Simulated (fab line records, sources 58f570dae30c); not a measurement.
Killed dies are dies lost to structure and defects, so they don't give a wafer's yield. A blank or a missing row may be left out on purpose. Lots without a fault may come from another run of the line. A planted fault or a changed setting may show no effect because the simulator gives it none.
Problem report in the 8D (eight disciplines) form, filled by code | flow berkeley_cmos170 | the parts of the form that need people (team, actions taken, sign-off) are left out

1. THE PROBLEM
bias_w at UCB170_M2_ETCH_17 reads a mean of 104.61 W on 6 wafers of 2 lots; wafers without a fault read 99.99 W with a standard deviation of 0.28. That is +16 standard deviations from the usual mean.
The step: etches BARC in N2/H2.
First seen on wafer L369.1, day 9 09:06, on rie_diel-04. The record holds 42 wafers of 14 lots with a number at this step. Rule for "out", or "out of limits": more than 4 standard deviations from the usual mean. The other wafers with a number count as sound.

2. WHAT IT IS AND WHAT IT IS NOT
question                    | is                     | is not
which readings at this step | bias_w                 | n2_flow_sccm, rf_fwd_power_W, throttle_valve_pct
which lots                  | L366, L369             | L361, L362, L364, L367, L368, L371, L377, L378, L379, L381, L383, L384
which wafers of those lots  | all that have a number | -
read on which tools         | rie_diel-04            | rie_diel-01, rie_diel-02
when                        | from day 9 09:06       | up to then (15 sound wafers); but 21 sound wafers of L371, L377, L378, L379, L381, L383, L384 came after

3. SUSPECTS, AND WHAT RULES EACH OUT
Counting: a tool at a process step up to the reading stays a suspect if it ran every lot that is out and no sound lot after the first of them.
- rie_diel-04 at UCB170_M2_ETCH_17 (etches BARC in N2/H2): kept. It ran every lot that is out, first L369 (day 9 09:06), and no sound lot after that; its last sound lot up to then is L364 (day 8 20:35). Its own readings are out on those wafers: bias_w.
Left after counting: rie_diel-04 at UCB170_M2_ETCH_17.

4. THE CAUSE (what the simulator had put in)
Process parameter drift: rie_diel-04, from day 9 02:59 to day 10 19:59, at UCB170_M2_ETCH_17. Setting bias_w, moved by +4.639, from 100. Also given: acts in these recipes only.
Counting left only this tool.

5. THE CHAIN OF EFFECTS, in route order
Each row: a reading whose mean over the struck wafers that have a number lies more than 3 standard deviations from the usual. Only readings for which the record gives a usual standard deviation are gone through. hours: the time from each lot's start at the first step in this table that gives one to its start at this step, as a median over the lots. sigmas: the change in usual standard deviations.
hours | step              | reading | usual   | on struck wafers | change | sigmas
0     | UCB170_M2_ETCH_17 | bias_w  | 99.99 W | 104.61           | +4.62  | +16
The process steps in it:
- UCB170_M2_ETCH_17: etches BARC in N2/H2.
Later measuring or inspecting steps at which every struck wafer that the step has a row for has a number for every such reading, and none has moved that far: UCB170_M2_CD_MEAS_90.

6. WHAT WOULD HAVE CAUGHT IT SOONER
In this record the first reading out of limits was taken at day 9 09:06, 6 hours after the fault began at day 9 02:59.
